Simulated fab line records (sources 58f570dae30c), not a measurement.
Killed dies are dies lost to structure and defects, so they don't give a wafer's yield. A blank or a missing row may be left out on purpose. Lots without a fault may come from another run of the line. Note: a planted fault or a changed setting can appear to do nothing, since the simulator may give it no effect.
fab line records | flow berkeley-cmos170
record: lots: 5 wafers: 23
route steps=331 shown NLDD@161 CONTACT@228 M1@244 V1@256 V2@294
start-h: start of the lot's first displayed wafer, in hours after the record's first day | wait-h: hours since the lot's step before | " unchanged from the row above | L1.1+2: a row that stands for several wafers | - no value, or no start given | * or withheld: withheld | < > ~ a bound
route shown NAME@n: a module of which the file shows steps, and the number in the route of the first | usual: mean and standard deviation over wafers with no fault | same: alike in all rows | chamber/n: place in a boat | sites: each site's reading | _std_site: the values' standard deviation | _edge_site: mean of outer sites minus mean of inner sites | radius-mm: how far each site lies from the wafer's centre | mask NAME#n: copy n | behind: the tool/chamber that last shaped the wafer | hold: what put the lot on hold/how long, in hours/how the hold closed | device: the transistor (n, p or np) that didn't switch | end of line: tests run on the same wafers once the route is complete | where a step has no rows: the recipe by itself | killed: dies lost to structure and defects at the first sort, not the wafer's yield | map: the dies of a wafer, with x for killed, . for not killed, _ for no die there
set.NAME: the setting as run; set.NAME@STEP: as run at that earlier step | model.NAME: the simulator's own value behind a step, which no gauge read
lots with deliberately changed settings; one table per step, one row per wafer
== steps ==
step: UCB170_NLDD_EXPOSE_03
recipe: mask-id: NSELECT na: 0.5 sigma-outer: 0.6 source-shape: conventional target-cd-nm: 1200 dose-mj: 30
columns lot.wafer tool chamber start-h wait-h mask set.dose-mj
L075.1+2+3 krf-scanner-01 0 181.96 0.1 NSELECT#0 30
L075.4+6 " 0 " " NSELECT#0 27.84
L077.1+2+3 krf-scanner-02 0 182.22 0.2 NSELECT#0 30
L077.5+6 " 0 " " NSELECT#0 28.14
L082.1+2+5 krf-scanner-02 0 200.25 0.2 NSELECT#0 30
L080.1+3 krf-scanner-01 0 200.75 0.2 NSELECT#0 30
L080.4+5+6 " 0 " " NSELECT#0 29.27
L081.1+2+3+4+6 krf-scanner-01 0 201.39 0.2 NSELECT#0 30
step: UCB170_NLDD_PEB_04
recipe: peb-temp-c: 130 peb-time-s: withheld resist: KrF
step: UCB170_NLDD_DEVELOP_05
recipe: developer: TMAH develop-time-s: 45 resist: KrF dev-temp-c: 21
step: UCB170_NLDD_CD_MEAS_06
recipe: target-cd-nm: 1200
usual: cd-nm: 1200.0/1
columns lot.wafer tool chamber start-h wait-h set.dose-mj@NLDD_EXPOSE_03 cd-nm
L075.1 cd-sem-02 - 182.69 - 30 1202.6
L075.2 " - " " 30 1201.5
L075.3 " - " " 30 1201.7
L075.4 " - " " 27.84 1187.0
L075.6 " - " " 27.84 1189.3
L077.1 cd-sem-01 - 182.82 - 30 1199.8
L077.2 " - " " 30 1199.7
L077.3 " - " " 30 1198.5
L077.5 " - " " 28.14 1185.7
L077.6 " - " " 28.14 1188.0
L082.1 cd-sem-02 - 200.94 - 30 1199.3
L082.2 " - " " 30 1198.6
L082.5 " - " " 30 1199.3
L080.1 cd-sem-02 - 201.57 - 30 1198.7
L080.3 " - " " 30 1199.4
L080.4 " - " " 29.27 1195.8
L080.5 " - " " 29.27 1193.8
L080.6 " - " " 29.27 1194.3
L081.1 cd-sem-01 - 201.87 - 30 1200.2
L081.2 " - " " 30 1204.4
L081.3 " - " " 30 1202.4
L081.4 " - " " 30 1200.4
L081.6 " - " " 30 1203.8
step: UCB170_NLDD_IMPLANT_08
recipe: species: As dose-cm2: 5e+13 energy-kev: 30 tilt-deg: 7 rotation-deg: 0
step: UCB170_NLDD_IMPLANT_09
recipe: species: As dose-cm2: 5e+13 energy-kev: 30 tilt-deg: 7 rotation-deg: 180
step: UCB170_NLDD_STRIP_10
recipe: chemistry: O2 power-w: 400 pressure-mtorr: 3500 platen-temp-c: withheld o2-flow-sccm: 400 overash-fraction: 0.5
usual: strip-time-to-endpoint-s: 21.63/0.049
columns lot.wafer tool chamber start-h wait-h set.resist-thk-nm@NLDD_COAT_01 strip-time-to-endpoint-s
L075.1 plasma-asher-04 0 183.14 0.1 900 21.62
L075.2 " 1 " " 900 21.66
L075.3 " 1 " " 900 21.64
L075.4 " 0 " " 900 21.66
L075.6 " 0 " " 900 21.63
L077.1 plasma-asher-01 1 183.27 0.1 900 21.65
L077.2 " 0 " " 900 21.62
L077.3 " 1 " " 944 22.70
L077.5 " 0 " " 944 22.71
L077.6 " 1 " " 900 21.64
L082.1 plasma-asher-01 1 201.39 0.1 900 21.61
L082.2 " 0 " " 900 21.70
L082.5 " 1 " " 900 21.64
L080.1 plasma-asher-01 0 202.03 0.1 900 21.66
L080.3 " 0 " " 900 21.60
L080.4 " 1 " " 900 21.59
L080.5 " 1 " " 900 21.58
L080.6 " 0 " " 900 21.68
L081.1 plasma-asher-02 1 202.35 0.1 900 21.67
L081.2 " 0 " " 846.8 20.35
L081.3 " 0 " " 846.8 20.37
L081.4 " 1 " " 900 21.73
L081.6 " 1 " " 846.8 20.46
step: UCB170_CONTACT_EXPOSE_12
recipe: mask-id: CONT target-cd-nm: 700 na: 0.5 sigma-outer: 0.6 source-shape: conventional dose-mj: 35
columns lot.wafer tool chamber start-h wait-h mask set.dose-mj
L075.1+2+3+4+6 krf-scanner-02 0 201.99 - CONT#0 35
L077.1+3+5 krf-scanner-01 0 203.65 - CONT#0 37.26
L077.2+6 " 0 " " CONT#0 35
L080.1+4+5 krf-scanner-01 0 216.91 - CONT#0 34.34
L080.3+6 " 0 " " CONT#0 35
L082.1+2+5 krf-scanner-01 0 217.66 - CONT#0 35
L081.1+2+6 krf-scanner-02 0 218.21 - CONT#0 35
L081.3+4 " 0 " " CONT#0 33.69
step: UCB170_CONTACT_PEB_13
recipe: peb-temp-c: 130 peb-time-s: withheld resist: KrF
step: UCB170_CONTACT_DEVELOP_14
recipe: developer: TMAH develop-time-s: 45 resist: KrF dev-temp-c: 21
step: UCB170_CONTACT_CD_MEAS_15
recipe: target-cd-nm: 700
usual: cd-nm: 699.5/1.2
columns lot.wafer tool chamber start-h wait-h set.dose-mj@CONTACT_EXPOSE_12 cd-nm
L075.1 cd-sem-02 - 202.54 - 35 699.1
L075.2 " - " " 35 698.7
L075.3 " - " " 35 698.6
L075.4 " - " " 35 699.9
L075.6 " - " " 35 700.5
L077.1 cd-sem-02 - 204.61 - 37.26 713.1
L077.2 " - " " 35 700.9
L077.3 " - " " 37.26 712.5
L077.5 " - " " 37.26 712.2
L077.6 " - " " 35 701.8
L080.1 cd-sem-02 - 217.36 - 34.34 697.1
L080.3 " - " " 35 700.6
L080.4 " - " " 34.34 695.2
L080.5 " - " " 34.34 697.0
L080.6 " - " " 35 700.3
L082.1 cd-sem-02 - 218.23 - 35 699.8
L082.2 " - " " 35 700.9
L082.5 " - " " 35 700.0
L081.1 cd-sem-01 - 218.67 - 35 699.2
L081.2 " - " " 35 698.1
L081.3 " - " " 33.69 691.3
L081.4 " - " " 33.69 691.9
L081.6 " - " " 35 697.5
step: UCB170_CONTACT_ETCH_17
recipe: chemistry: N2/H2 target-depth-a: withheld overetch-a: withheld target: BARC time-s: withheld source-w: 500 bias-w: 100 pressure-mtorr: 30 n2-flow-sccm: 100 h2-flow-sccm: 200
columns lot.wafer tool chamber start-h wait-h set.dose-mj@CONTACT_EXPOSE_12 model.CONTACT.cd-nm
L075.1 rie-diel-01 1 202.69 0.0 35 698.2
L075.2 " 2 " " 35 697.6
L075.3 " 3 " " 35 698.6
L075.4 " 0 " " 35 700.3
L075.6 " 1 " " 35 698.9
L077.1 rie-diel-04 2 204.78 0.0 37.26 712.6
L077.2 " 1 " " 35 700.3
L077.3 " 3 " " 37.26 713.1
L077.5 " 3 " " 37.26 713.4
L077.6 " 2 " " 35 701.4
L080.1 rie-diel-01 0 217.51 0.0 34.34 697.4
L080.3 " 2 " " 35 699.9
L080.4 " 1 " " 34.34 694.6
L080.5 " 0 " " 34.34 698.5
L080.6 " 1 " " 35 700.4
L082.1 rie-diel-04 1 218.39 0.0 35 700.1
L082.2 " 3 " " 35 701.8
L082.5 " 2 " " 35 700.2
L081.1 rie-diel-04 2 218.83 0.0 35 698.7
L081.2 " 1 " " 35 697.6
L081.3 " 0 " " 33.69 692.3
L081.4 " 3 " " 33.69 692.2
L081.6 " 1 " " 35 697.1
step: UCB170_CONTACT_ETCH_18
recipe: chemistry: CHF3/CF4/Ar target: PSG stop-on: TiSi2 CHF3_flow_sccm: 45 cf4-flow-sccm: 15 Ar_flow_sccm: 150 pressure-mtorr: 200 rf-w: 700 target-depth-a: 8400 over-etch-frac: 0.2 time-s: 195
step: UCB170_CONTACT_STRIP_19
recipe: chemistry: O2 power-w: 400 pressure-mtorr: 3500 platen-temp-c: withheld o2-flow-sccm: 400 overash-fraction: 0.5402
step: UCB170_CONTACT_CD_MEAS_90
recipe: target-cd-nm: 700
usual: cd-nm: 699.8/1.6
columns lot.wafer tool chamber start-h wait-h set.dose-mj@CONTACT_EXPOSE_12 cd-nm
L075.1 cd-sem-02 - 202.96 0.1 35 698.7
L075.2 " - " " 35 697.5
L075.3 " - " " 35 698.9
L075.4 " - " " 35 701.3
L075.6 " - " " 35 699.5
L077.1 cd-sem-02 - 205.04 0.1 37.26 712.2
L077.2 " - " " 35 699.9
L077.3 " - " " 37.26 713.6
L077.5 " - " " 37.26 714.1
L077.6 " - " " 35 701.3
L080.1 cd-sem-02 - 217.78 0.1 34.34 697.8
L080.3 " - " " 35 700.3
L080.4 " - " " 34.34 694.4
L080.5 " - " " 34.34 699.0
L080.6 " - " " 35 700.6
L082.1 cd-sem-02 - 218.65 0.1 35 699.9
L082.2 " - " " 35 701.7
L082.5 " - " " 35 699.6
L081.1 cd-sem-02 - 219.09 0.1 35 698.0
L081.2 " - " " 35 696.8
L081.3 " - " " 33.69 692.4
L081.4 " - " " 33.69 692.6
L081.6 " - " " 35 696.6
step: UCB170_M1_EXPOSE_06
recipe: mask-id: METAL1 target-cd-nm: 700 na: 0.5 sigma-outer: 0.6 source-shape: conventional dose-mj: 21
columns lot.wafer tool chamber start-h wait-h mask set.dose-mj
L075.1+4 krf-scanner-02 0 204.27 - METAL1#0 20.3
L075.2+3+6 " 0 " " METAL1#0 21
L077.1+2+3 krf-scanner-01 0 207.24 - METAL1#0 21
L077.5+6 " 0 " " METAL1#0 19.65
L080.1+4+6 krf-scanner-01 0 218.99 - METAL1#0 21
L080.3+5 " 0 " " METAL1#0 20.05
L082.1+2+5 krf-scanner-02 0 219.99 - METAL1#0 21
L081.1+2 krf-scanner-02 0 220.32 - METAL1#0 19.72
L081.3+4+6 " 0 " " METAL1#0 21
step: UCB170_M1_PEB_07
recipe: peb-temp-c: 130 peb-time-s: withheld resist: KrF
step: UCB170_M1_DEVELOP_08
recipe: developer: TMAH develop-time-s: 45 resist: KrF dev-temp-c: 21
step: UCB170_M1_CD_MEAS_09
recipe: target-cd-nm: 700
usual: cd-nm: 700.3/1.4
columns lot.wafer tool chamber start-h wait-h set.dose-mj@M1_EXPOSE_06 cd-nm
L075.1 cd-sem-01 - 205.34 - 20.3 705.4
L075.2 " - " " 21 698.7
L075.3 " - " " 21 700.1
L075.4 " - " " 20.3 703.5
L075.6 " - " " 21 698.2
L077.1 cd-sem-01 - 208.05 - 21 701.9
L077.2 " - " " 21 700.9
L077.3 " - " " 21 700.9
L077.5 " - " " 19.65 711.2
L077.6 " - " " 19.65 712.7
L080.1 cd-sem-01 - 219.51 - 21 699.6
L080.3 " - " " 20.05 706.3
L080.4 " - " " 21 698.7
L080.5 " - " " 20.05 708.5
L080.6 " - " " 21 698.8
L082.1 cd-sem-01 - 220.66 - 21 698.6
L082.2 " - " " 21 699.6
L082.5 " - " " 21 700.5
L081.1 cd-sem-01 - 220.86 - 19.72 711.5
L081.2 " - " " 19.72 713.3
L081.3 " - " " 21 701.8
L081.4 " - " " 21 701.5
L081.6 " - " " 21 698.9
step: UCB170_M1_ETCH_11
recipe: chemistry: N2/H2 target-depth-a: withheld overetch-a: withheld target: BARC time-s: withheld source-w: 500 bias-w: 100 pressure-mtorr: 30 n2-flow-sccm: 100 h2-flow-sccm: 200
columns lot.wafer tool chamber start-h wait-h set.dose-mj@M1_EXPOSE_06 model.M1.cd-nm
L075.1 rie-diel-04 3 205.49 0.0 20.3 705.9
L075.2 " 1 " " 21 699.4
L075.3 " 2 " " 21 700.7
L075.4 " 0 " " 20.3 703.1
L075.6 " 0 " " 21 698.2
L077.1 rie-diel-01 3 208.20 0.0 21 702
L077.2 " 2 " " 21 701.1
L077.3 " 0 " " 21 700.9
L077.5 " 2 " " 19.65 711.8
L077.6 " 1 " " 19.65 713.2
L080.1 rie-diel-02 3 219.67 0.0 21 699.5
L080.3 " 1 " " 20.05 706.1
L080.4 " 1 " " 21 698.1
L080.5 " 3 " " 20.05 709.2
L080.6 " 2 " " 21 698.4
L082.1 rie-diel-02 1 220.81 0.0 21 698.1
L082.2 " 2 " " 21 699.5
L082.5 " 2 " " 21 699.8
L081.1 rie-diel-01 3 221.02 0.0 19.72 711.5
L081.2 " 0 " " 19.72 713.1
L081.3 " 2 " " 21 701.7
L081.4 " 1 " " 21 702.8
L081.6 " 3 " " 21 699.2
step: UCB170_M1_METAL_ETCH_12
recipe: chemistry: Cl2/BCl3 target: Al stop-on: PSG pressure-mtorr: 12 target-depth-a: 7800 over-etch-frac: 0.3 time-s: 130 icp-w: 600 bias-w: 120 Cl2_flow_sccm: 90 bcl3-flow-sccm: 45
columns lot.wafer tool chamber start-h wait-h set.dose-mj@M1_EXPOSE_06 model.M1.cd-nm
L075.1 rie-metal-03 1 205.54 - 20.3 706.6
L075.2 " 0 " " 21 700.5
L075.3 " 1 " " 21 701.4
L075.4 " 0 " " 20.3 702.4
L075.6 " 1 " " 21 698
L077.1 rie-metal-04 0 208.25 - 21 700.6
L077.2 " 1 " " 21 702.2
L077.3 " 0 " " 21 699.3
L077.5 " 0 " " 19.65 711.2
L077.6 " 1 " " 19.65 714.3
L080.1 rie-metal-03 0 219.71 - 21 699.5
L080.3 " 0 " " 20.05 706.9
L080.4+6 " 1,0 " " 21 697.2
L080.5 " 1 " " 20.05 707.9
L082.1 rie-metal-04 0 220.86 - 21 694.9
L082.2 " 1 " " 21 699.3
L082.5 " 0 " " 21 694
L081.1 rie-metal-02 0 221.06 - 19.72 716.3
L081.2 " 1 " " 19.72 712.9
L081.3 " 0 " " 21 705.7
L081.4 " 1 " " 21 702.7
L081.6 " 1 " " 21 700.5
step: UCB170_M1_STRIP_13
recipe: chemistry: O2 power-w: 400 pressure-mtorr: 3500 platen-temp-c: withheld o2-flow-sccm: 400 overash-fraction: 0.5
step: UCB170_M1_CD_MEAS_90
recipe: target-cd-nm: 700
usual: cd-nm: 700.5/2.7
columns lot.wafer tool chamber start-h wait-h set.dose-mj@M1_EXPOSE_06 cd-nm
L075.1 cd-sem-01 - 205.77 0.1 20.3 706.5
L075.2 " - " " 21 700.5
L075.3 " - " " 21 701.5
L075.4 " - " " 20.3 702.3
L075.6 " - " " 21 698.1
L077.1 cd-sem-02 - 208.52 0.1 21 700.4
L077.2 " - " " 21 702.2
L077.3 " - " " 21 699.4
L077.5 " - " " 19.65 711.4
L077.6 " - " " 19.65 714.3
L080.1 cd-sem-01 - 219.95 0.1 21 699.6
L080.3 " - " " 20.05 706.6
L080.4 " - " " 21 697.4
L080.5 " - " " 20.05 708.0
L080.6 " - " " 21 697.0
L082.1 cd-sem-02 - 221.09 0.1 21 694.9
L082.2 " - " " 21 699.3
L082.5 " - " " 21 693.9
L081.1 cd-sem-01 - 221.29 0.1 19.72 716.1
L081.2 " - " " 19.72 712.6
L081.3 " - " " 21 705.5
L081.4 " - " " 21 702.8
L081.6 " - " " 21 700.7
step: UCB170_V1_CMP_02
recipe: material: SiO2 down-force-psi: 6 platen-rpm: 60 pad-velocity-m-s: 0.75398
columns lot.wafer tool chamber start-h wait-h set.leave-above-ref-nm model.SiO2_of_V1_CVD_00.thk-nm
L075.3 cmp-01 3 207.44 0.0 929.8 932.3
L075.1+6 " 0 " " 1000 1001
L075.2 " 1 " " 929.8 930.7
L075.4 " 2 " " 929.8 930.8
L077.2+1 cmp-02 1,2 210.78 0.0 1000 1001
L077.3 " 0 " " 1072 1074
L077.5+6 " 1,2 " " 1072 1072
L080.4+5 cmp-01 1 222.60 0.0 1000 1002
L080.3 " 2 " " 1000 1000
L080.1 " 0 " " 957.7 959.4
L080.6 " 2 " " 957.7 958.9
L081.4+2 cmp-01 2,3 223.94 0.0 1051 1051
L081.3 " 0 " " 1000 1001
L081.1 " 1 " " 1000 1002
L081.6 " 3 " " 1000 1000
L082.2 cmp-02 2 223.99 0.1 1000 999.6
L082.1 " 3 " " 1000 1001
L082.5 " 2 " " 1000 999.7
step: UCB170_V1_THK_MEAS_04
recipe: reads: SiO2_of_V1_CVD_00
usual: V1_POLISHED_THK: 1001.1/1
columns lot.wafer tool chamber start-h wait-h set.leave-above-ref-nm@V1_CMP_02 V1_POLISHED_THK[nm]
L075.1 film-metro-04 - 207.86 0.1 1000 1001.1
L075.2 " - " " 929.8 930.2
L075.3 " - " " 929.8 931.5
L075.4 " - " " 929.8 931.4
L075.6 " - " " 1000 1000.8
L077.1 film-metro-02 - 211.20 0.1 1000 1001.0
L077.2 " - " " 1000 1000.5
L077.3 " - " " 1072 1074.1
L077.5 " - " " 1072 1072.1
L077.6 " - " " 1072 1071.1
L080.1 film-metro-04 - 223.02 0.1 957.7 959.2
L080.3 " - " " 1000 999.3
L080.4 " - " " 1000 1001.4
L080.5 " - " " 1000 1002.1
L080.6 " - " " 957.7 959.4
L082.1 film-metro-03 - 224.36 0.1 1000 1000.5
L082.2 " - " " 1000 999.9
L082.5 " - " " 1000 1000.3
L081.1 film-metro-04 - 224.38 0.1 1000 1001.3
L081.2 " - " " 1051 1051.7
L081.3 " - " " 1000 1001.8
L081.4 " - " " 1051 1050.8
L081.6 " - " " 1000 999.5
step: UCB170_V1_ETCH_14
recipe: chemistry: CHF3/CF4/Ar target: SiO2 stop-on: Al CHF3_flow_sccm: 45 cf4-flow-sccm: 15 Ar_flow_sccm: 150 pressure-mtorr: 200 rf-w: 700 target-depth-a: 12500 over-etch-frac: 0.25 time-s: 291
usual: oes-product-au: 0.874/0.013
columns lot.wafer tool chamber start-h wait-h set.over-etch-frac set.leave-above-ref-nm@V1_CMP_02 oes-product-au model.V1.feature-depth-nm model.etch.depth-nm
L075.1 rie-diel-02 0 209.63 0.0 0.2791 1000 0.853 1002 1001
L075.2 " 1 " " 0.25 929.8 0.837 930.7 930.7
L075.3 " 2 " " 0.25 929.8 0.834 932.3 932.3
L075.4 " 3 " " 0.2791 929.8 0.832 931.4 930.8
L075.6 " 1 " " 0.2791 1000 0.859 1001 1001
L077.1 rie-diel-04 1 214.45 0.0 0.25 1000 0.862 1001 1001
L077.2 " 3 " " 0.1848 1000 0.887 1001 1001
L077.3 " 2 " " 0.25 1072 0.923 1074 1074
L077.5 " 3 " " 0.1848 1072 0.917 1072 1072
L077.6 " 0 " " 0.1848 1072 0.936 1072 1072
L080.1 rie-diel-02 0 224.62 0.0 0.25 957.7 0.845 959.4 959.4
L080.3 " 3 " " 0.2104 1000 0.885 1000 1000
L080.4 " 1 " " 0.25 1000 0.869 1002 1002
L080.5 " 1 " " 0.25 1000 0.875 1002 1002
L080.6 " 2 " " 0.2104 957.7 0.857 958.9 958.9
L082.1 rie-diel-03 2 225.96 0.0 0.25 1000 0.864 1001 1001
L082.2 " 0 " " 0.25 1000 0.888 999.8 999.6
L082.5 " 2 " " 0.25 1000 0.869 999.8 999.7
L081.1 rie-diel-02 1 226.24 0.0 0.25 1000 0.869 1002 1002
L081.2 " 2 " " 0.25 1051 0.898 1051 1051
L081.3 " 0 " " 0.25 1000 0.861 1001 1001
L081.4 " 3 " " 0.25 1051 0.897 1051 1051
L081.6 " 0 " " 0.25 1000 0.860 1000 1000
step: UCB170_V2_CMP_02
recipe: material: SiO2 down-force-psi: 6 platen-rpm: 60 pad-velocity-m-s: 0.75398
columns lot.wafer tool chamber start-h wait-h set.leave-above-ref-nm model.SiO2_of_V2_CVD_00.thk-nm
L075.4+3 cmp-02 1,2 213.72 0.0 1000 1001
L075.2 " 3 " " 1000 1000
L075.1 " 0 " " 1000 1003
L075.6 " 1 " " 1000 1002
L077.3 cmp-02 1 218.06 0.1 1000 999.8
L077.1 " 2 " " 1068 1067
L077.2 " 3 " " 1000 999.6
L077.5 " 0 " " 1068 1069
L077.6 " 1 " " 1068 1068
L080.4 cmp-02 0 229.09 0.0 1000 1003
L080.1+5 " 1 " " 1000 1001
L080.3 " 3 " " 1000 1000
L080.6 " 0 " " 1000 1002
L082.1 cmp-02 2 232.48 0.1 1000 998.3
L082.2 " 3 " " 1000 999
L082.5 " 2 " " 1000 998.4
L081.4 cmp-02 1 232.73 0.2 1046 1046
L081.1 " 2 " " 1046 1045
L081.3 " 3 " " 1000 1000
L081.2 " 0 " " 1046 1047
L081.6 " 2 " " 1000 999.9
step: UCB170_V2_THK_MEAS_04
recipe: reads: SiO2_of_V2_CVD_00
usual: V2_POLISHED_THK: 1000.4/1.3
columns lot.wafer tool chamber start-h wait-h set.leave-above-ref-nm@V2_CMP_02 V2_POLISHED_THK[nm]
L075.1 film-metro-01 - 214.14 0.1 1000 1003.2
L075.2 " - " " 1000 1000.9
L075.3 " - " " 1000 1001.1
L075.4 " - " " 1000 1001.7
L075.6 " - " " 1000 1001.1
L077.1 film-metro-03 - 218.43 0.1 1068 1067.4
L077.2 " - " " 1000 999.1
L077.3 " - " " 1000 998.8
L077.5 " - " " 1068 1069.2
L077.6 " - " " 1068 1068.2
L080.1 film-metro-01 - 229.51 0.1 1000 1000.2
L080.3 " - " " 1000 999.5
L080.4 " - " " 1000 1002.6
L080.5 " - " " 1000 1000.6
L080.6 " - " " 1000 1002.5
L082.1 film-metro-03 - 232.85 0.1 1000 998.1
L082.2 " - " " 1000 999.1
L082.5 " - " " 1000 998.7
L081.1 film-metro-01 - 233.15 0.1 1046 1044.5
L081.2 " - " " 1046 1046.8
L081.3 " - " " 1000 1000.4
L081.4 " - " " 1046 1046.1
L081.6 " - " " 1000 1001.2
== key ==
split: step: UCB170_NLDD_EXPOSE_03 setting: dose-mj stated: 30 by: wafer
response: step: UCB170_NLDD_CD_MEAS_06 reading: cd-nm change: +1.94 per: 1% r: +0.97
split: step: UCB170_CONTACT_EXPOSE_12 setting: dose-mj stated: 35 by: wafer
response: step: UCB170_CONTACT_CD_MEAS_15 reading: cd-nm change: +1.77 per: 1% r: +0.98
response: step: UCB170_CONTACT_ETCH_17 reading: model.CONTACT.cd-nm change: +1.78 per: 1% r: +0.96
response: step: UCB170_CONTACT_CD_MEAS_90 reading: cd-nm change: +1.78 per: 1% r: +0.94
split: step: UCB170_M1_EXPOSE_06 setting: dose-mj stated: 21 by: wafer
response: step: UCB170_M1_CD_MEAS_09 reading: cd-nm change: -1.78 per: 1% r: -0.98
response: step: UCB170_M1_ETCH_11 reading: model.M1.cd-nm change: -1.79 per: 1% r: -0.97
response: step: UCB170_M1_METAL_ETCH_12 reading: model.M1.cd-nm change: -1.87 per: 1% r: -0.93
response: step: UCB170_M1_CD_MEAS_90 reading: cd-nm change: -1.86 per: 1% r: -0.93
split: step: UCB170_V1_CMP_02 setting: leave-above-ref-nm stated: 1000 by: wafer
response: step: UCB170_V1_CMP_02 reading: model.SiO2_of_V1_CVD_00.thk-nm change: +9.96 per: 1% r: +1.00
response: step: UCB170_V1_THK_MEAS_04 reading: V1_POLISHED_THK change: +9.93 per: 1% r: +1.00
response: step: UCB170_V1_ETCH_14 reading: oes-product-au change: +0.00556 per: 1% r: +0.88
response: step: UCB170_V1_ETCH_14 reading: model.V1.feature-depth-nm change: +9.97 per: 1% r: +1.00
response: step: UCB170_V1_ETCH_14 reading: model.etch.depth-nm change: +9.96 per: 1% r: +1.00
split: step: UCB170_V1_ETCH_14 setting: over-etch-frac stated: 0.25 by: wafer
response none clear
split: step: UCB170_V2_CMP_02 setting: leave-above-ref-nm stated: 1000 by: wafer
response: step: UCB170_V2_CMP_02 reading: model.SiO2_of_V2_CVD_00.thk-nm change: +10 per: 1% r: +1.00
response: step: UCB170_V2_THK_MEAS_04 reading: V2_POLISHED_THK change: +10.1 per: 1% r: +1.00
split outside-this-file step=UCB170_NLDD_COAT_01 setting=resist-thk-nm
split outside-this-file: this setting was split too, and the file shows its column; the key of that split is in another file
